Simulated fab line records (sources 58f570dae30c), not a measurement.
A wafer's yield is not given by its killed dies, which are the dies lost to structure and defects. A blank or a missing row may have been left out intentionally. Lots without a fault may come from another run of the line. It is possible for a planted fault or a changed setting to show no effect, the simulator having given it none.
Which tool did it?	flow berkeley-cmos170	7 lots, 21 wafers sampled, at 3 steps of a route of 331

== WHAT THE GAUGES SHOWED, per wafer ==
UCB170_NLDD_CD_MEAS_06 targets a cd of 1200 nm.
lot	measured	on	cd-nm (nm)
L726	day 7 14:27	cd-sem-02	1197.4 1199.4 1198.2
L729	day 9 08:04	cd-sem-02	1202.2 1202.2 1202.1
L732	day 9 07:57	cd-sem-01	1200.4 1201.3 1200.9
L735	day 10 00:04	cd-sem-01	1200.3 1200.3 1199.7
L741	day 11 07:40	cd-sem-01	1200.0 1200.5 1198.5
L747	day 12 03:02	cd-sem-01	1197.1 1197.5 1197.0
L745	day 12 03:29	cd-sem-01	1201.8 1199.7 1201.5

== TOOL THAT RAN EACH LOT (tool first, then ch and the chambers of the sampled wafers, then the start) ==
lot	UCB170_ACTIVE_ETCH_15	UCB170_GATE_COAT_06
L726	rie-diel-03 ch 0,1, day 5 09:52	litho-track-02 ch 0, day 7 09:07
L729	rie-diel-04 ch 1,3, day 6 14:26	litho-track-02 ch 0, day 9 00:26
L732	rie-diel-03 ch 0,3, day 6 14:48	litho-track-03 ch 0, day 9 00:16
L735	rie-diel-01 ch 0,1,3, day 7 06:28	litho-track-02 ch 0, day 9 19:26
L741	rie-diel-01 ch 0,3, day 8 08:58	litho-track-01 ch 0, day 10 22:04
L747	rie-diel-03 ch 0,1,2, day 9 11:38	litho-track-02 ch 0, day 11 21:16
L745	rie-diel-03 ch 0,2,3, day 9 12:11	litho-track-03 ch 0, day 11 21:22
- UCB170_ACTIVE_ETCH_15: etches Si3N4 in CH3F/Ar/O2, stops on SiO2, target depth 242 nm, time 151 s.
- UCB170_GATE_COAT_06

== THE ANSWER, worked out from the rows above alone ==
Rule: the lots themselves supply what counts as usual. The widest of any qualifying gaps counts: lots, ordered by their means at a reading, are off when they make up no more than a third of the lots, leave a main group of 4 or more, and stand apart from it by 3 or more times the standard deviation of that group's means. Not used: any main group whose means are identical at the precision the tables above print for the reading. Also off: a lot with no number at a reading for which 4 or more lots have one. Any other lot the step has rows for is counted as sound.
Nothing can be told from this: no lot is off at any reading shown.

== WHAT WAS PUT IN BY THE SIMULATOR ==
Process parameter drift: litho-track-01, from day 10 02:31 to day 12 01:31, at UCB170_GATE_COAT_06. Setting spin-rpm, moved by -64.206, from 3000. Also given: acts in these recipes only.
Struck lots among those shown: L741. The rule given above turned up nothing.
